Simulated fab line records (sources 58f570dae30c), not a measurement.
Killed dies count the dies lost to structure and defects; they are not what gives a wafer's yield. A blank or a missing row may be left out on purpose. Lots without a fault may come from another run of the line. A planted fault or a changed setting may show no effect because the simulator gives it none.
Chamber matching ; flow berkeley_cmos170 ; rie_diel-01 running UCB170_CONTACT_ETCH_17: 4 sister chambers
The step etches BARC in N2/H2. 14 wafers are shown with their chamber, then 7 later ones without.

WAFERS PAIRED WITH THEIR CHAMBERS
wafer;chamber;throttle_valve_pct (%);oes_product_au (a.u.);chamber_pressure_mTorr (mTorr)
L743.1;2;13.59;0.978;30.047
L743.4;1;13.35;1.006;30.024
L743.6;2;13.58;0.969;30.000
L750.3;3;13.03;0.989;30.027
L750.4;2;13.57;0.985;29.961
L750.6;2;13.59;0.983;29.984
L748.1;2;13.60;0.966;29.986
L748.2;1;13.36;0.997;29.980
L748.4;0;13.34;0.977;30.013
L752.2;3;13.02;0.984;30.027
L752.3;0;13.33;0.985;30.037
L752.5;0;13.33;0.978;30.010
L754.1;1;13.35;1.007;30.020
L754.4;2;13.58;0.972;29.983

SIGNATURES, as means of the wafers listed above
reading;chamber 0;chamber 1;chamber 2;chamber 3;scatter within a chamber
throttle_valve_pct;13.3333;13.3533;13.5850;13.0250;0.00856
oes_product_au;0.98000;1.00333;0.97550;0.98650;0.00639
chamber_pressure_mTorr;30.02000;30.00800;29.99350;30.02700;0.0242
Rule: a wafer's distance from a chamber is the root of the sum, over the readings, of the square of ((its reading less the chamber's mean) divided by the reading's scatter). The wafer belongs to the nearest chamber; if the next one is less than 2 further off, it can't be placed. The scatter: take each reading less its chamber's mean, square it, sum over the shown wafers, divide by the number of wafers less the number of chambers, and take the root.

WAFERS WHOSE CHAMBER IS MISSING
wafer;throttle_valve_pct (%);oes_product_au (a.u.);chamber_pressure_mTorr (mTorr)
L754.6;13.58;0.979;30.017
L756.1;13.01;0.987;29.988
L756.2;13.60;0.985;29.993
L756.4;13.33;1.007;30.074
L761.2;13.58;0.986;30.020
L761.4;13.03;0.972;29.982
L761.6;13.32;0.973;29.992

WHICH CHAMBER EACH WENT THROUGH
wafer;from the rows above;in truth
L754.6;2;2
L756.1;3;3
L756.2;2;2
L756.4;can't be placed: 1 or 0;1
L761.2;2;2
L761.4;3;3
L761.6;0;0
Correct placement for 6 of the 7. These rows do not allow placing 1 (true chamber among the candidates in 1). Number placed wrongly: 0.
